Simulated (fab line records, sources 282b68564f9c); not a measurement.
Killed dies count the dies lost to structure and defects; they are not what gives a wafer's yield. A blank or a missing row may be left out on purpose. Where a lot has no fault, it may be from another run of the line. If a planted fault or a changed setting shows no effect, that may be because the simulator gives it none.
Struck lot and sound lot, side by side + flow rit_cmos + 15 steps out of a route of 202
Sound: wafers L545.1, L545.2, L545.3. Wafers struck: L555.1, L555.2, L555.5. The cause is named last.
Order at every step that has rows: each side's tool, ch and its chambers, its first start. Under that, the readings that differ: sound wafers + struck wafers + difference of the means + sigmas: that difference in standard deviations of wafers without a fault.
alike: same words and numbers on both sides, and readings whose means sit less than 2 such deviations apart. not compared: any withheld reading, any reading some wafer has no value for, any bound like >300 that may hide the same value, and any number with overlapping values for which the record gives no deviation.
A row with sigmas, a row that says differs or no value, or rows on one side alone: a step with any of these is where the two part. Non-overlapping numbers with no deviation appear without sigmas and do not part them. A reading that every wafer of one side lacks parts them only if that side has two wafers or more.

first, 5 steps without rows for these wafers: RIT_M1_COAT_04 (resist thk 1300 nm); RIT_M1_SOFTBAKE_05 (time 60 s); RIT_M1_EXPOSE_06 (exposes mask M12, target cd 2600 nm); RIT_M1_PEB_07; RIT_M1_DEVELOP_08 (develop time 68 s).
RIT_M1_CD_MEAS_09: the cd target is 2600 nm.
  struck on cd_sem-02, day 7 13:17; sound on cd_sem-01, day 5 09:19
  alike: cd_nm
RIT_M1_OVL_MEAS_10:
  struck on overlay-01, day 7 13:24; sound on overlay-01, day 5 09:26
  alike: M1_OVL
then, 1 step without rows for these wafers: RIT_M1_HARDBAKE_11 (time 120 s).
RIT_M1_METAL_ETCH_12: etches Al in Cl2/BCl3, stops on SiO2, time 165 s, target depth 600 nm.
  sound on rie_metal-02 ch 0,1, day 5 09:43; struck on rie_metal-02 ch 0,1, day 7 13:42
  alike: drypump_motor_current_A, oes_product_au, throttle_valve_pct
  not compared: rf_hours_counter_h
then, 1 step without rows for these wafers: RIT_M1_STRIP_13 (strips in nmp, time 600 s).
RIT_M1_STRIP_14: strips in O2, time 180 s.
  sound on plasma_asher-04 ch 0,1, day 5 10:04; struck on plasma_asher-04 ch 0,1, day 7 14:02
  alike: drypump_motor_current_A
  not compared: rf_hours_counter_h
RIT_M1_CD_MEAS_90: the cd target is 2600 nm.
  struck on cd_sem-01, day 7 14:13; sound on cd_sem-01, day 5 10:14
  alike: cd_nm
RIT_M1_ANNEAL_15: time 1800 s.
  sound on furnace-02 ch 0, day 5 10:21; struck on furnace-02 ch 0, day 7 14:20
  alike: tube_center_temp_C
RIT_M1_BOW_MEAS_16:
  struck on film_metro-03, day 7 15:50; sound on film_metro-01, day 5 11:51
  alike: M1_BOW
RIT_M1_PROBE_99:
  struck on prober-01, day 7 15:57; sound on prober-01, day 5 11:58
| reading                                                 | sound                | struck               | difference | sigmas |
|---------------------------------------------------------|----------------------|----------------------|------------|--------|
| model.etest.nmos_0p15.junction_log10_a_um               | -13.44 -13.39 -13.37 | -10.89 -11.02 -11.47 | +2.27      |        |
| model.etest.nmos_narrow.off_log10_a_um                  | -13.25 -13.14 -13.29 | -10.89 -11.02 -11.47 | +2.10      |        |
| model.etest.gate_end_array.leak_log10_a_um              | -12.93 -13.04 -13.04 | -10.81 -10.87 -11.23 | +2.03      |        |
| model.etest.nmos_0p3.off_log10_a_um                     | -13.06 -13.24 -13.17 | -10.89 -11.02 -11.46 | +2.03      |        |
| model.etest.pmos_0p15.junction_log10_a_um               | -13.8 -13.77 -13.73  | -11.88 -12.02 -12.46 | +1.65      |        |
| model.etest.contact_diode_array.leak_log10_a (angstrom) | -9.35 -9.318 -9.437  | -7.619 -7.771 -8.29  | +1.475     |        |
| model.etest.pmos_0p3.off_log10_a_um                     | -13.03 -12.95 -13.13 | -11.86 -11.98 -12.4  | +0.96      |        |
| model.etest.pmos_narrow.off_log10_a_um                  | -12.86 -12.94 -12.8  | -11.83 -11.98 -12.37 | +0.81      |        |
  alike: defect_limited_yield, killed_at_contacts, killed_at_front_end, killed_dies, killed_open, killed_short, sort_bin_3_pad_short, sort_bin_5_function, sort_bin_6_memory, sort_n_pass, sort_yield_pct

== WHERE THEY PART ==
Nowhere in this record.

WHY: what had been put in by the simulator
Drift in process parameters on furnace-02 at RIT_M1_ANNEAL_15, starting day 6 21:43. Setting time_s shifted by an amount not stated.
